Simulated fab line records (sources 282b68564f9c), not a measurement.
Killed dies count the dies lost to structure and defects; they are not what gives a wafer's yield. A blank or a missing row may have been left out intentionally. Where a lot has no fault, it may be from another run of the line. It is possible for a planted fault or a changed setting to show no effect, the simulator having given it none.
Lot-split experiment + flow rit-cmos + on a route of 202 steps: 5 lots, 23 wafers read

== THE SPLIT ==
At RIT_PSD_IMPLANT_08, the setting energy-kev was moved away from the recipe's 27 on 6 of the 23 wafers read, by -5.6% to +4.6%. This setting was run at the recipe's value on the other wafers.

== FROM THE SPLIT TO THE READING: what the file shows between them, 5 steps ==
- RIT_PSD_STRIP_09: strips in O2, time 180 s
- RIT_PSD_TW_MEAS_10
- RIT_SDANNEAL_CLEAN_01: cleans in dHF, time 30 s (also split here: time-s)
- RIT_SDANNEAL_CLEAN_02: cleans in SC2, time 600 s
- RIT_SDANNEAL_RTA_03: time 5 s

== THE READING ==
PSD_RS, in ohm/sq, at RIT_SDANNEAL_RS_MEAS_04 (measures by four-point-probe). Fault-free wafers of this fab line usually give 115.76 ohm/sq, standard deviation 0.24 ohm/sq.

| wafer  | tool, chamber at the split | energy-kev as run | against the recipe | PSD_RS, ohm/sq | against lot-mates on the recipe |
|--------|----------------------------|-------------------|--------------------|----------------|---------------------------------|
| L074.1 | implanter-03, 0            | 27                | recipe             | 115.86         | -                               |
| L074.2 | implanter-03, 0            | 27                | recipe             | 115.76         | -                               |
| L074.3 | implanter-03, 0            | 28.25             | +4.6%              | 113.34         | -2.49                           |
| L074.4 | implanter-03, 0            | 28.25             | +4.6%              | 113.54         | -2.29                           |
| L074.6 | implanter-03, 0            | 27                | recipe             | 115.88         | -                               |
| L078.1 | implanter-01, 0            | 27                | recipe             | 115.83         | -                               |
| L078.2 | implanter-01, 0            | 25.5              | -5.6%              | 119.24         | +3.33                           |
| L078.3 | implanter-01, 0            | 27                | recipe             | 116.01         | -                               |
| L078.5 | implanter-01, 0            | 27                | recipe             | 115.88         | -                               |
| L078.6 | implanter-01, 0            | 25.5              | -5.6%              | 119.36         | +3.45                           |
| L079.1 | implanter-04, 0            | 27                | recipe             | 115.57         | -                               |
| L079.4 | implanter-04, 0            | 27                | recipe             | 115.41         | -                               |
| L079.6 | implanter-04, 0            | 27                | recipe             | 116.13         | -                               |
| L082.1 | implanter-04, 0            | 27                | recipe             | 115.45         | -                               |
| L082.2 | implanter-04, 0            | 27                | recipe             | 115.37         | -                               |
| L082.3 | implanter-04, 0            | 27                | recipe             | 115.89         | -                               |
| L082.4 | implanter-04, 0            | 27                | recipe             | 115.37         | -                               |
| L082.6 | implanter-04, 0            | 27                | recipe             | 115.49         | -                               |
| L084.1 | implanter-03, 0            | 27                | recipe             | 115.95         | -                               |
| L084.2 | implanter-03, 0            | 27                | recipe             | 115.82         | -                               |
| L084.4 | implanter-03, 0            | 26.52             | -1.8%              | 116.92         | +1.01                           |
| L084.5 | implanter-03, 0            | 27                | recipe             | 115.97         | -                               |
| L084.6 | implanter-03, 0            | 26.52             | -1.8%              | 116.92         | +1.01                           |

FIT RESULTS
A straight line over all 23 wafers: PSD_RS changes by -0.583 ohm/sq for each +1% of energy-kev; r = -0.98; the points scatter about the line by 0.26 ohm/sq.
The same after taking each lot's own level away (the mean of its wafers on the recipe; 23 wafers): -0.57 ohm/sq for each +1%; r = -0.99; scatter 0.19 ohm/sq.
On that fit, the largest move of energy-kev shifts the reading by 3.2 ohm/sq.
Across the lots, their own levels run from 115.514 to 115.913 ohm/sq, a range of 1.7 times the standard deviation given above.
The two slopes agree, so the slope changes little with the lot-to-lot level.
Check: +3.15 ohm/sq against its lot-mates is what the line predicts for one of the wafers moved furthest among these (-5.6%) when that wafer is left out of the fit. Against them it came out at +3.33 ohm/sq.

== THESE WAFERS: OTHER SPLITS ==
Other splits were also applied to these wafers ahead of the reading. Each is held against what the fit with the lots' levels taken away leaves over:
| other split on the same wafers | wafers away from the commonest value | r with PSD_RS (lot level and that fit taken away) |
|--------------------------------|--------------------------------------|---------------------------------------------------|
| RIT_NLDD_COAT_01 spin-rpm      | 10                                   | +0.23                                             |
| RIT_NLDD_IMPLANT_08 dose-cm2   | 6                                    | +0.09                                             |
| RIT_PSD_COAT_01 resist-thk-nm  | 7                                    | -0.09                                             |
| RIT_SDANNEAL_CLEAN_01 time-s   | 15                                   | -0.04                                             |

== THE WHOLE CHAIN: every reading that the file lists as answering this split, in the file's order ==
| step                    | what it does                 | reading                                                         | change (the file's fit)               | r (the file's) |
|-------------------------|------------------------------|-----------------------------------------------------------------|---------------------------------------|----------------|
| RIT_PSD_IMPLANT_08      |                              | implant.rp-nm (the simulator's own value, which no gauge read)  | +0.176 nm for each +1% of the setting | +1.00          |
| RIT_PSD_IMPLANT_08      |                              | implant.drp-nm (the simulator's own value, which no gauge read) | +0.085 nm for each +1% of the setting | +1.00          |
| RIT_PSD_TW_MEAS_10      |                              | PSD_TW                                                          | +10.1 for each +1% of the setting     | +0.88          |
| RIT_SDANNEAL_RS_MEAS_04 | measures by four-point-probe | PSD_RS                                                          | -0.572 for each +1% of the setting    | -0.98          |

== FILE'S OWN FIT ==
PSD_RS changes by -0.572 ohm/sq for each +1% of energy-kev, r = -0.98.
